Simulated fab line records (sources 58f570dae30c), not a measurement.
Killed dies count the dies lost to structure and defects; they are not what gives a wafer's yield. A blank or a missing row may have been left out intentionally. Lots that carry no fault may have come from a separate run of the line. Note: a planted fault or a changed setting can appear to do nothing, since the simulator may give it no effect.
fab line records | flow berkeley_cmos170 | part 1 of 2: steps 1 to 27 of 38
record lots=5 | wafers=15 | last_day=11
route steps=331 shown M2@289 V2@292 M3@309
lots with no fault: from the same line, run without faults
start_h: start of the lot's first displayed wafer, in hours after the record's first day | wait_h: time in hours since the lot's previous step | " the same as in the row above | L1.1+2: a single row standing in for several wafers | - no value, or no start was given | * or withheld: withheld | < > ~ a bound
route shown NAME@n: a module of which the file shows steps, and the number in the route of the first | usual: mean/standard deviation taken from wafers without a fault | same: alike in all rows | chamber/n: place in a boat | sites: each site's reading | _std_site: the standard deviation of these | _edge_site: the outer-site mean with the inner-site mean subtracted | radius_mm: for every site, how far away it sits from the centre of the wafer | mask NAME#n: copy n | behind: the tool/chamber that last shaped the wafer | hold: why the lot went on hold/how many hours it stayed there/how the hold came to an end | device: names the non-switching transistor (n, p or np) | end of line: tests of these same wafers at the route's end | a step given without rows: its recipe and nothing more | killed: at the first sort, the dies lost to defects and structure; wafer yield is something else | map: per-die view of a wafer (x killed, . not killed, _ where there is no die)
set.NAME: setting as actually run; set.NAME@STEP: the setting as run at that earlier step | model.NAME: the simulator's own value behind a step, which no gauge read
lots seen at some steps along the route; tables by step, rows by wafer
services: from which hour (start_h, from the record's first day; less than 0 if before it) a tool's chamber was out of use, for how many hours, and why
## steps
# step UCB170_M2_METAL_ETCH_18
# recipe chemistry=Cl2/BCl3 | target=Al | stop_on=SiO2 | pressure_mtorr=12 | target_depth_a=11700 | over_etch_frac=0.3 | time_s=195 | icp_w=600 | bias_w=120 | Cl2_flow_sccm=90 | bcl3_flow_sccm=45
# usual drypump_motor_current_A=5.77/0.25 | oes_product_au=0.858/0.011 | throttle_valve_pct=24.53/0.16
lot.wafer | tool         | chamber | start_h | wait_h | drypump_motor_current_A | oes_product_au | rf_hours_counter_h | throttle_valve_pct
L078.3    | rie_metal-01 | 0       | 202.03  | -      | 5.93                    | 0.842          | -                  | 24.32
L078.4    | "            | 1       | "       | "      | 5.33                    | 0.862          | -                  | 24.38
L078.5    | "            | 1       | "       | "      | 5.29                    | 0.872          | -                  | 24.34
L077.1    | rie_metal-03 | 0       | 210.61  | -      | 5.75                    | 0.856          | 5                  | 24.66
L077.4    | "            | 1       | "       | "      | 5.64                    | 0.869          | -                  | 24.61
L077.6    | "            | 0       | "       | "      | 5.74                    | 0.865          | -                  | 24.66
L080.3    | rie_metal-03 | 1       | 218.12  | -      | 5.68                    | 0.867          | -                  | 24.62
L080.5    | "            | 0       | "       | "      | 5.75                    | 0.852          | -                  | 24.65
L080.6    | "            | 1       | "       | "      | 5.66                    | 0.860          | -                  | 24.61
L084.2    | rie_metal-02 | 0       | 218.42  | -      | 5.82                    | 0.863          | 2                  | 24.73
L084.3    | "            | 1       | "       | "      | 6.12                    | 0.851          | -                  | 24.35
L084.5    | "            | 0       | "       | "      | 5.82                    | 0.858          | -                  | 24.74
L090.1    | rie_metal-01 | 0       | 263.38  | -      | 5.95                    | 0.834          | 0                  | 24.28
L090.3    | "            | 0       | "       | "      | 5.96                    | 0.848          | -                  | 24.27
L090.6    | "            | 1       | "       | "      | 5.32                    | 0.876          | -                  | 24.36
# step UCB170_M2_STRIP_19
# recipe chemistry=O2 | power_w=400 | pressure_mtorr=3500 | platen_temp_c=withheld | o2_flow_sccm=400 | overash_fraction=0.5
# usual drypump_motor_current_A=5.87/0.26 | oes_product_au=0.553/0.021
lot.wafer | tool            | chamber | start_h | wait_h | drypump_motor_current_A | oes_product_au | rf_hours_counter_h
L078.3    | plasma_asher-01 | 0       | 202.19  | 0.1    | 5.48                    | 0.569          | -
L078.4    | "               | 1       | "       | "      | 6.20                    | 0.527          | -
L078.5    | "               | 1       | "       | "      | 6.20                    | 0.538          | -
L077.1    | plasma_asher-02 | 0       | 210.79  | 0.1    | 6.18                    | 0.583          | 50
L077.4    | "               | 1       | "       | "      | 5.67                    | 0.575          | -
L077.6    | "               | 1       | "       | "      | 5.66                    | 0.587          | -
L080.3    | plasma_asher-02 | 1       | 218.28  | 0.1    | 5.63                    | 0.564          | -
L080.5    | "               | 0       | "       | "      | 6.21                    | 0.572          | -
L080.6    | "               | 1       | "       | "      | 5.65                    | 0.554          | -
L084.2    | plasma_asher-02 | 0       | 218.60  | 0.1    | 6.20                    | 0.556          | 50
L084.3    | "               | 0       | "       | "      | 6.22                    | 0.528          | -
L084.5    | "               | 1       | "       | "      | 5.62                    | 0.558          | -
L090.1    | plasma_asher-01 | 1       | 263.57  | 0.1    | 6.20                    | 0.558          | 16
L090.3    | "               | 0       | "       | "      | 5.46                    | 0.568          | -
L090.6    | "               | 0       | "       | "      | 5.46                    | 0.544          | -
# step UCB170_M2_CD_MEAS_90
# recipe target_cd_nm=700
# usual cd_nm=700.4/3
lot.wafer | tool      | chamber | start_h | wait_h | cd_nm
L078.3    | cd_sem-01 | -       | 202.30  | 0.1    | 706.4
L078.4    | "         | -       | "       | "      | 702.1
L078.5    | "         | -       | "       | "      | 701.9
L077.1    | cd_sem-01 | -       | 210.89  | 0.1    | 703.5
L077.4    | "         | -       | "       | "      | 699.8
L077.6    | "         | -       | "       | "      | 701.9
L080.3    | cd_sem-01 | -       | 218.38  | 0.1    | 701.0
L080.5    | "         | -       | "       | "      | 697.7
L080.6    | "         | -       | "       | "      | 699.3
L084.2    | cd_sem-01 | -       | 218.72  | 0.1    | 699.3
L084.3    | "         | -       | "       | "      | 700.9
L084.5    | "         | -       | "       | "      | 701.7
L090.1    | cd_sem-02 | -       | 263.67  | 0.1    | 700.1
L090.3    | "         | -       | "       | "      | 699.8
L090.6    | "         | -       | "       | "      | 703.5
# step UCB170_V2_CVD_00
# recipe material=SiO2 | target_thk_nm=2000 | temp_c=390 | precursor=TEOS/O2 | time_s=250 | rf_w=550 | pressure_mtorr=9000
# usual heater_power_w=241/73
lot.wafer | tool     | chamber | start_h | wait_h | heater_power_w
L078.3    | pecvd-01 | 2       | 202.38  | 0.1    | 158
L078.4    | "        | 1       | "       | "      | 271
L078.5    | "        | 0       | "       | "      | 330
L077.1    | pecvd-03 | 0       | 211.01  | 0.1    | 222
L077.4    | "        | 0       | "       | "      | 295
L077.6    | "        | 2       | "       | "      | 211
L080.3    | pecvd-01 | 1       | 218.46  | 0.1    | 291
L080.5    | "        | 0       | "       | "      | 235
L080.6    | "        | 1       | "       | "      | 361
L084.2    | pecvd-04 | 2       | 218.82  | 0.1    | 140
L084.3    | "        | 0       | "       | "      | 301
L084.5    | "        | 2       | "       | "      | 180
L090.1    | pecvd-01 | 0       | 263.79  | 0.1    | 327
L090.3    | "        | 2       | "       | "      | 197
L090.6    | "        | 0       | "       | "      | 234
# step UCB170_V2_THK_MEAS_01
# recipe reads=SiO2_of_V2_CVD_00
# usual V2_TEOS_THK=2000/25
lot.wafer | tool          | chamber | start_h | wait_h | V2_TEOS_THK[nm]
L078.3    | film_metro-04 | -       | 202.56  | 0.1    | 1993
L078.4    | "             | -       | "       | "      | 2021
L078.5    | "             | -       | "       | "      | 2036
L077.1    | film_metro-02 | -       | 211.17  | 0.1    | 2010
L077.4    | "             | -       | "       | "      | 2028
L077.6    | "             | -       | "       | "      | 2008
L080.3    | film_metro-02 | -       | 218.64  | 0.1    | 2005
L080.5    | "             | -       | "       | "      | 2036
L080.6    | "             | -       | "       | "      | 2044
L084.2    | film_metro-04 | -       | 218.99  | 0.1    | 1975
L084.3    | "             | -       | "       | "      | 1983
L084.5    | "             | -       | "       | "      | 2042
L090.1    | film_metro-02 | -       | 263.94  | 0.1    | 1985
L090.3    | "             | -       | "       | "      | 2005
L090.6    | "             | -       | "       | "      | 2007
# step UCB170_V2_CMP_02
# recipe material=SiO2 | down_force_psi=6 | platen_rpm=60 | pad_velocity_m_s=0.75398
# usual motor_current_A=17.2/1.9
lot.wafer | tool   | chamber | start_h | wait_h | motor_current_A
L078.4    | cmp-02 | 2       | 202.65  | 0.1    | 13.0
L078.3    | "      | 3       | "       | "      | 18.5
L078.5    | "      | 1       | "       | "      | 16.4
L077.4    | cmp-02 | 1       | 211.23  | 0.0    | 17.7
L077.1    | "      | 3       | "       | "      | 18.4
L077.6    | "      | 1       | "       | "      | 17.5
L080.3    | cmp-02 | 3       | 218.78  | 0.1    | 18.6
L080.5    | "      | 1       | "       | "      | 17.2
L080.6    | "      | 2       | "       | "      | 13.9
L084.3    | cmp-01 | 3       | 219.09  | 0.1    | 16.1
L084.2    | "      | 0       | "       | "      | 18.8
L084.5    | "      | 2       | "       | "      | 17.7
L090.3    | cmp-02 | 0       | 264.03  | 0.1    | 19.2
L090.1    | "      | 2       | "       | "      | 14.1
L090.6    | "      | 0       | "       | "      | 19.5
# step UCB170_V2_BOW_MEAS_03
# recipe mode=bow
# usual V2_BOW=36/7.4
lot.wafer | tool          | chamber | start_h | wait_h | V2_BOW[um]
L078.3    | film_metro-03 | -       | 202.94  | 0.2    | 51
L078.4    | "             | -       | "       | "      | 43
L078.5    | "             | -       | "       | "      | 44
L077.1    | film_metro-04 | -       | 211.53  | 0.1    | 33
L077.4    | "             | -       | "       | "      | 27
L077.6    | "             | -       | "       | "      | 32
L080.3    | film_metro-02 | -       | 219.02  | 0.2    | 37
L080.5    | "             | -       | "       | "      | 37
L080.6    | "             | -       | "       | "      | 36
L084.2    | film_metro-03 | -       | 219.36  | 0.2    | 37
L084.3    | "             | -       | "       | "      | 38
L084.5    | "             | -       | "       | "      | 41
L090.1    | film_metro-04 | -       | 264.33  | 0.1    | 26
L090.3    | "             | -       | "       | "      | 42
L090.6    | "             | -       | "       | "      | 28
# step UCB170_V2_THK_MEAS_04
# recipe reads=SiO2_of_V2_CVD_00
# usual V2_POLISHED_THK=999.7/1
lot.wafer | tool          | chamber | start_h | wait_h | V2_POLISHED_THK[nm]
L078.3    | film_metro-03 | -       | 203.04  | 0.1    | 1001.3
L078.4    | "             | -       | "       | "      | 999.1
L078.5    | "             | -       | "       | "      | 1000.3
L077.1    | film_metro-04 | -       | 211.65  | 0.1    | 1000.0
L077.4    | "             | -       | "       | "      | 1000.0
L077.6    | "             | -       | "       | "      | 1000.6
L080.3    | film_metro-02 | -       | 219.12  | 0.1    | 999.7
L080.5    | "             | -       | "       | "      | 999.9
L080.6    | "             | -       | "       | "      | 999.9
L084.2    | film_metro-03 | -       | 219.47  | 0.1    | 999.6
L084.3    | "             | -       | "       | "      | 1001.7
L084.5    | "             | -       | "       | "      | 1001.0
L090.1    | film_metro-04 | -       | 264.45  | 0.1    | 1000.4
L090.3    | "             | -       | "       | "      | 998.7
L090.6    | "             | -       | "       | "      | 998.7
# step UCB170_V2_CLEAN_05
# recipe chemistry=DIW
lot.wafer  | tool         | chamber | start_h | wait_h
L078.3+4+5 | wet_bench-03 | 1       | 203.08  | 0.0
L077.1+4+6 | wet_bench-03 | 2       | 212.55  | 0.9
L080.3+5+6 | wet_bench-03 | 1       | 219.16  | 0.0
L084.2+3+5 | wet_bench-01 | 0       | 222.88  | 3.4
L090.1+3+6 | wet_bench-03 | 0       | 264.72  | 0.3
# step UCB170_V2_HMDS_06
# recipe prime_time_s=60 | prime_temp_c=100
lot.wafer  | tool           | chamber | start_h | wait_h
L078.3+4+5 | litho_track-01 | 0       | 203.32  | 0.1
L077.1+4+6 | litho_track-02 | 0       | 212.74  | 0.0
L080.3+5+6 | litho_track-03 | 0       | 219.38  | 0.1
L084.2+3+5 | litho_track-03 | 0       | 223.08  | 0.0
L090.1+3+6 | litho_track-03 | 0       | 264.91  | 0.0
# step UCB170_V2_COAT_07
# recipe resist=KrF | spin_rpm=1500 | resist_thk_nm=900
lot.wafer  | tool           | chamber | start_h | wait_h
L078.3+4+5 | litho_track-01 | 0       | 203.47  | 0.1
L077.1+4+6 | litho_track-02 | 0       | 212.89  | 0.1
L080.3+5+6 | litho_track-03 | 0       | 219.53  | 0.1
L084.2+3+5 | litho_track-03 | 0       | 223.23  | 0.1
L090.1+3+6 | litho_track-03 | 0       | 265.06  | 0.1
# step UCB170_V2_SOFTBAKE_08
# recipe resist=KrF | temp_c=130 | time_s=60
# usual plate_temp_C=130.02/0.13
lot.wafer | tool           | chamber | start_h | wait_h | plate_temp_C
L078.3    | litho_track-01 | 0       | 203.62  | 0.1    | 129.82
L078.4    | "              | 0       | "       | "      | 130.14
L078.5    | "              | 0       | "       | "      | 129.99
L077.1    | litho_track-02 | 0       | 213.04  | 0.1    | 129.99
L077.4    | "              | 0       | "       | "      | 130.04
L077.6    | "              | 0       | "       | "      | 130.11
L080.3    | litho_track-03 | 0       | 219.68  | 0.1    | 130.12
L080.5    | "              | 0       | "       | "      | 130.05
L080.6    | "              | 0       | "       | "      | 130.28
L084.2    | litho_track-03 | 0       | 223.38  | 0.1    | 129.86
L084.3    | "              | 0       | "       | "      | 130.07
L084.5    | "              | 0       | "       | "      | 130.15
L090.1    | litho_track-03 | 0       | 265.21  | 0.1    | 129.99
L090.3    | "              | 0       | "       | "      | 130.11
L090.6    | "              | 0       | "       | "      | 129.89
# step UCB170_V2_EXPOSE_09
# recipe mask_id=VIA2 | target_cd_nm=700 | na=0.5 | sigma_outer=0.6 | source_shape=conventional | dose_mj=37
# usual stage_vel_mm_s=499.89/0.22
lot.wafer | tool           | chamber | start_h | wait_h | mask   | stage_vel_mm_s
L078.3    | krf_scanner-01 | 0       | 203.75  | 0.1    | VIA2#0 | 499.99
L078.4    | "              | 0       | "       | "      | VIA2#0 | 499.92
L078.5    | "              | 0       | "       | "      | VIA2#0 | 500.01
L077.1    | krf_scanner-01 | 0       | 213.32  | 0.2    | VIA2#0 | 500.10
L077.4    | "              | 0       | "       | "      | VIA2#0 | 499.89
L077.6    | "              | 0       | "       | "      | VIA2#0 | 500.17
L080.3    | krf_scanner-01 | 0       | 219.96  | 0.3    | VIA2#0 | 500.14
L080.5    | "              | 0       | "       | "      | VIA2#0 | 500.48
L080.6    | "              | 0       | "       | "      | VIA2#0 | 500.05
L084.2    | krf_scanner-02 | 0       | 223.72  | 0.3    | VIA2#0 | 499.84
L084.3    | "              | 0       | "       | "      | VIA2#0 | 499.82
L084.5    | "              | 0       | "       | "      | VIA2#0 | 499.81
L090.1    | krf_scanner-01 | 0       | 265.48  | 0.2    | VIA2#0 | 500.09
L090.3    | "              | 0       | "       | "      | VIA2#0 | 499.92
L090.6    | "              | 0       | "       | "      | VIA2#0 | 500.13
# step UCB170_V2_PEB_10
# recipe peb_temp_c=130.8 | peb_time_s=withheld | resist=KrF
# usual plate_temp_C=130.80/0.12
lot.wafer | tool           | chamber | start_h | wait_h | plate_temp_C
L078.3    | litho_track-02 | 0       | 203.88  | 0.1    | 130.78
L078.4    | "              | 0       | "       | "      | 130.83
L078.5    | "              | 0       | "       | "      | 130.75
L077.1    | litho_track-02 | 0       | 213.43  | 0.1    | 130.87
L077.4    | "              | 0       | "       | "      | 130.84
L077.6    | "              | 0       | "       | "      | 130.69
L080.3    | litho_track-01 | 0       | 220.09  | 0.1    | 130.82
L080.5    | "              | 0       | "       | "      | 130.84
L080.6    | "              | 0       | "       | "      | 130.81
L084.2    | litho_track-01 | 0       | 223.85  | 0.1    | 130.85
L084.3    | "              | 0       | "       | "      | 130.89
L084.5    | "              | 0       | "       | "      | 130.91
L090.1    | litho_track-03 | 0       | 265.60  | 0.1    | 130.66
L090.3    | "              | 0       | "       | "      | 130.50
L090.6    | "              | 0       | "       | "      | 130.59
# step UCB170_V2_DEVELOP_11
# recipe developer=TMAH | develop_time_s=45 | resist=KrF | dev_temp_c=21
lot.wafer  | tool           | chamber | start_h | wait_h
L078.3+4+5 | litho_track-02 | 0       | -       | -
L077.1+4+6 | litho_track-02 | 0       | -       | -
L080.3+5+6 | litho_track-01 | 0       | -       | -
L084.2+3+5 | litho_track-01 | 0       | -       | -
L090.1+3+6 | litho_track-03 | 0       | -       | -
# step UCB170_V2_CD_MEAS_12
# recipe target_cd_nm=700
# usual cd_nm=699.8/1.2
lot.wafer | tool      | chamber | start_h | wait_h | cd_nm
L078.3    | cd_sem-02 | -       | 204.15  | -      | 699.4
L078.4    | "         | -       | "       | "      | 699.3
L078.5    | "         | -       | "       | "      | 699.0
L077.1    | cd_sem-02 | -       | 213.71  | -      | 698.1
L077.4    | "         | -       | "       | "      | 700.5
L077.6    | "         | -       | "       | "      | 699.7
L080.3    | cd_sem-01 | -       | 220.35  | -      | 700.0
L080.5    | "         | -       | "       | "      | 698.9
L080.6    | "         | -       | "       | "      | 697.7
L084.2    | cd_sem-02 | -       | 224.12  | -      | 697.6
L084.3    | "         | -       | "       | "      | 699.1
L084.5    | "         | -       | "       | "      | 699.0
L090.1    | cd_sem-01 | -       | 265.88  | -      | 697.5
L090.3    | "         | -       | "       | "      | 699.9
L090.6    | "         | -       | "       | "      | 699.7
# step UCB170_V2_OVL_MEAS_13
# usual V2_OVL=2/5.2
lot.wafer | tool       | chamber | start_h | wait_h | V2_OVL[nm]
L078.3    | overlay-02 | -       | 204.24  | 0.1    | 7
L078.4    | "          | -       | "       | "      | -6
L078.5    | "          | -       | "       | "      | 1
L077.1    | overlay-02 | -       | 213.83  | 0.1    | 3
L077.4    | "          | -       | "       | "      | 9
L077.6    | "          | -       | "       | "      | 8
L080.3    | overlay-01 | -       | 220.45  | 0.1    | 4
L080.5    | "          | -       | "       | "      | 2
L080.6    | "          | -       | "       | "      | 3
L084.2    | overlay-01 | -       | 224.22  | 0.1    | 2
L084.3    | "          | -       | "       | "      | -5
L084.5    | "          | -       | "       | "      | -8
L090.1    | overlay-02 | -       | 266.00  | 0.1    | 3
L090.3    | "          | -       | "       | "      | 2
L090.6    | "          | -       | "       | "      | 1
# step UCB170_V2_ETCH_14
# recipe chemistry=CHF3/CF4/Ar | target=SiO2 | stop_on=Al | CHF3_flow_sccm=45 | cf4_flow_sccm=15 | Ar_flow_sccm=150 | pressure_mtorr=200 | rf_w=700 | target_depth_a=12500 | over_etch_frac=0.25 | time_s=291
# usual drypump_motor_current_A=5.8/0.39 | oes_product_au=0.875/0.012 | throttle_valve_pct=6.96/0.13
lot.wafer | tool        | chamber | start_h | wait_h | drypump_motor_current_A | oes_product_au | rf_hours_counter_h | throttle_valve_pct
L078.3    | rie_diel-02 | 2       | 204.26  | 0.0    | 6.0                     | 0.888          | 125                | 7.16
L078.4    | "           | 1       | "       | "      | 5.8                     | 0.872          | 3                  | 6.92
L078.5    | "           | 1       | "       | "      | 5.8                     | 0.869          | -                  | 6.92
L077.1    | rie_diel-03 | 3       | 213.86  | 0.0    | 6.0                     | 0.869          | 141                | 6.82
L077.4    | "           | 2       | "       | "      | 5.3                     | 0.893          | 21                 | 7.16
L077.6    | "           | 0       | "       | "      | 4.7                     | 0.888          | -                  | 6.90
L080.3    | rie_diel-03 | 2       | 220.47  | 0.0    | 5.3                     | 0.887          | 22                 | 7.18
L080.5    | "           | 2       | "       | "      | 5.2                     | 0.889          | -                  | 7.17
L080.6    | "           | 1       | "       | "      | 5.6                     | 0.875          | -                  | 6.90
L084.2    | rie_diel-01 | 1       | 224.25  | 0.0    | 6.3                     | 0.886          | 12                 | 7.00
L084.3    | "           | 2       | "       | "      | 6.0                     | 0.854          | 60                 | 6.81
L084.5    | "           | 3       | "       | "      | 5.9                     | 0.895          | -                  | 6.96
L090.1    | rie_diel-02 | 3       | 266.03  | 0.0    | 6.0                     | 0.857          | 90                 | 6.88
L090.3    | "           | 2       | "       | "      | 6.0                     | 0.879          | 128                | 7.15
L090.6    | "           | 1       | "       | "      | 5.8                     | 0.870          | -                  | 6.92
# step UCB170_V2_STRIP_15
# recipe chemistry=O2 | power_w=400 | pressure_mtorr=3500 | platen_temp_c=withheld | o2_flow_sccm=400 | overash_fraction=0.5
# usual drypump_motor_current_A=5.8/0.32 | oes_product_au=0.722/0.0044 | strip_time_to_endpoint_s=15.27/0.11
lot.wafer | tool            | chamber | start_h | wait_h | drypump_motor_current_A | oes_product_au | rf_hours_counter_h | strip_time_to_endpoint_s
L078.3    | plasma_asher-01 | 0       | 204.48  | 0.1    | 5.4                     | 0.724          | -                  | 15.27
L078.4    | "               | 1       | "       | "      | 6.2                     | 0.723          | -                  | 15.43
L078.5    | "               | 1       | "       | "      | 6.2                     | 0.725          | -                  | 15.37
L077.1    | plasma_asher-04 | 1       | 214.04  | 0.1    | 5.9                     | 0.722          | 39                 | 15.33
L077.4    | "               | 0       | "       | "      | 5.5                     | 0.724          | -                  | 15.08
L077.6    | "               | 1       | "       | "      | 5.9                     | 0.720          | -                  | 15.37
L080.3    | plasma_asher-01 | 1       | 220.68  | 0.1    | 6.2                     | 0.732          | -                  | 15.09
L080.5    | "               | 1       | "       | "      | 6.2                     | 0.723          | -                  | 15.12
L080.6    | "               | 0       | "       | "      | 5.5                     | 0.714          | -                  | 15.11
L084.2    | plasma_asher-01 | 0       | 224.43  | 0.1    | 5.5                     | 0.715          | 12                 | 15.40
L084.3    | "               | 0       | "       | "      | 5.4                     | 0.720          | -                  | 15.49
L084.5    | "               | 1       | "       | "      | 6.2                     | 0.731          | -                  | 15.19
L090.1    | plasma_asher-01 | 1       | 266.21  | 0.1    | 6.2                     | 0.721          | 16                 | 15.41
L090.3    | "               | 0       | "       | "      | 5.5                     | 0.721          | -                  | 15.23
L090.6    | "               | 1       | "       | "      | 6.2                     | 0.714          | -                  | 15.35
# step UCB170_V2_CD_MEAS_90
# recipe target_cd_nm=700
# usual cd_nm=699.9/1.3
lot.wafer | tool      | chamber | start_h | wait_h | cd_nm
L078.3    | cd_sem-02 | -       | 204.58  | 0.1    | 699.0
L078.4    | "         | -       | "       | "      | 700.4
L078.5    | "         | -       | "       | "      | 699.8
L077.1    | cd_sem-01 | -       | 214.14  | 0.1    | 698.4
L077.4    | "         | -       | "       | "      | 700.7
L077.6    | "         | -       | "       | "      | 699.4
L080.3    | cd_sem-01 | -       | 220.79  | 0.1    | 700.5
L080.5    | "         | -       | "       | "      | 699.7
L080.6    | "         | -       | "       | "      | 697.6
L084.2    | cd_sem-01 | -       | 224.55  | 0.1    | 697.7
L084.3    | "         | -       | "       | "      | 699.0
L084.5    | "         | -       | "       | "      | 699.0
L090.1    | cd_sem-01 | -       | 266.31  | 0.1    | 697.4
L090.3    | "         | -       | "       | "      | 699.4
L090.6    | "         | -       | "       | "      | 700.4
# step UCB170_M3_PRE_CLEAN_00
# recipe gas=Ar | preclean_etch_time_s=60
lot.wafer  | tool           | chamber | start_h | wait_h
L078.3+4+5 | pvd_sputter-03 | -       | 204.66  | 0.1
L077.1+4+6 | pvd_sputter-03 | -       | 214.26  | 0.1
L080.3+5+6 | pvd_sputter-02 | -       | 220.87  | 0.1
L084.2+3+5 | pvd_sputter-04 | -       | 224.65  | 0.1
L090.1+3+6 | pvd_sputter-04 | -       | 266.43  | 0.1
# step UCB170_M3_SPUTTER_01
# recipe material=Al | target_thk_nm=900 | time_s=120 | power_w=6000 | chamber_pressure_pa=0.5
# usual throttle_valve_pct=29.9/0.93
lot.wafer | tool           | chamber | start_h | wait_h | throttle_valve_pct
L078.3    | pvd_sputter-03 | -       | 204.73  | 0.0    | 28.3
L078.4    | "              | -       | "       | "      | 31.5
L078.5    | "              | -       | "       | "      | 30.3
L077.1    | pvd_sputter-03 | -       | 214.33  | 0.0    | 30.4
L077.4    | "              | -       | "       | "      | 30.0
L077.6    | "              | -       | "       | "      | 28.3
L080.3    | pvd_sputter-02 | -       | 220.93  | 0.0    | 28.3
L080.5    | "              | -       | "       | "      | 30.2
L080.6    | "              | -       | "       | "      | 29.6
L084.2    | pvd_sputter-04 | -       | 224.72  | 0.0    | 28.7
L084.3    | "              | -       | "       | "      | 29.9
L084.5    | "              | -       | "       | "      | 29.0
L090.1    | pvd_sputter-04 | -       | 266.50  | 0.0    | 29.2
L090.3    | "              | -       | "       | "      | 28.7
L090.6    | "              | -       | "       | "      | 31.1
# step UCB170_M3_RS_MEAS_02
# recipe thk_meas_gauge=four-point-probe | reads=Al_of_M3_SPUTTER_01
# usual M3_AL_RS=0.0321/0.00034
lot.wafer | tool          | chamber | start_h | wait_h | M3_AL_RS[ohm/sq]
L078.3    | film_metro-01 | -       | 204.85  | 0.1    | 0.0320
L078.4    | "             | -       | "       | "      | 0.0318
L078.5    | "             | -       | "       | "      | 0.0319
L077.1    | film_metro-02 | -       | 214.41  | 0.0    | 0.0325
L077.4    | "             | -       | "       | "      | 0.0321
L077.6    | "             | -       | "       | "      | 0.0327
L080.3    | film_metro-02 | -       | 221.06  | 0.1    | 0.0321
L080.5    | "             | -       | "       | "      | 0.0325
L080.6    | "             | -       | "       | "      | 0.0328
L084.2    | film_metro-02 | -       | 224.82  | 0.1    | 0.0318
L084.3    | "             | -       | "       | "      | 0.0317
L084.5    | "             | -       | "       | "      | 0.0323
L090.1    | film_metro-01 | -       | 266.58  | 0.0    | 0.0321
L090.3    | "             | -       | "       | "      | 0.0320
L090.6    | "             | -       | "       | "      | 0.0325
# step UCB170_M3_THK_MEAS_03
# recipe thk_meas_gauge=xrf | reads=Al_of_M3_SPUTTER_01
# usual M3_AL_THK=898/10
lot.wafer | tool          | chamber | start_h | wait_h | M3_AL_THK[nm]
L078.3    | film_metro-01 | -       | 204.95  | 0.1    | 898
L078.4    | "             | -       | "       | "      | 904
L078.5    | "             | -       | "       | "      | 899
L077.1    | film_metro-02 | -       | 214.53  | 0.1    | 889
L077.4    | "             | -       | "       | "      | 903
L077.6    | "             | -       | "       | "      | 888
L080.3    | film_metro-02 | -       | 221.16  | 0.1    | 899
L080.5    | "             | -       | "       | "      | 888
L080.6    | "             | -       | "       | "      | 880
L084.2    | film_metro-02 | -       | 224.93  | 0.1    | 909
L084.3    | "             | -       | "       | "      | 910
L084.5    | "             | -       | "       | "      | 893
L090.1    | film_metro-01 | -       | 266.70  | 0.1    | 899
L090.3    | "             | -       | "       | "      | 901
L090.6    | "             | -       | "       | "      | 892
# step UCB170_M3_HMDS_04
# recipe prime_time_s=60 | prime_temp_c=100
lot.wafer  | tool           | chamber | start_h | wait_h
L078.3+4+5 | litho_track-04 | 0       | 205.04  | 0.1
L077.1+4+6 | litho_track-04 | 0       | 214.59  | 0.1
L080.3+5+6 | litho_track-02 | 0       | 221.25  | 0.1
L084.2+3+5 | litho_track-02 | 0       | 225.25  | 0.3
L090.1+3+6 | litho_track-04 | 0       | 266.90  | 0.2
# step UCB170_M3_COAT_05
# recipe resist=KrF | spin_rpm=1500 | resist_thk_nm=900
lot.wafer  | tool           | chamber | start_h | wait_h
L078.3+4+5 | litho_track-04 | 0       | 205.19  | 0.1
L077.1+4+6 | litho_track-04 | 0       | 214.74  | 0.1
L080.3+5+6 | litho_track-02 | 0       | 221.40  | 0.1
L084.2+3+5 | litho_track-02 | 0       | 225.40  | 0.1
L090.1+3+6 | litho_track-04 | 0       | 267.05  | 0.1
# step UCB170_M3_SOFTBAKE_06
# recipe resist=KrF | temp_c=130 | time_s=60
# usual plate_temp_C=129.97/0.15
lot.wafer | tool           | chamber | start_h | wait_h | plate_temp_C
L078.3    | litho_track-04 | 0       | 205.34  | 0.1    | 129.83
L078.4    | "              | 0       | "       | "      | 129.91
L078.5    | "              | 0       | "       | "      | 129.92
L077.1    | litho_track-04 | 0       | 214.89  | 0.1    | 130.00
L077.4    | "              | 0       | "       | "      | 129.96
L077.6    | "              | 0       | "       | "      | 130.27
L080.3    | litho_track-02 | 0       | 221.55  | 0.1    | 130.26
L080.5    | "              | 0       | "       | "      | 129.86
L080.6    | "              | 0       | "       | "      | 129.90
L084.2    | litho_track-02 | 0       | 225.55  | 0.1    | 129.77
L084.3    | "              | 0       | "       | "      | 129.90
L084.5    | "              | 0       | "       | "      | 129.68
L090.1    | litho_track-04 | 0       | 267.20  | 0.1    | 129.85
L090.3    | "              | 0       | "       | "      | 129.85
L090.6    | "              | 0       | "       | "      | 129.85
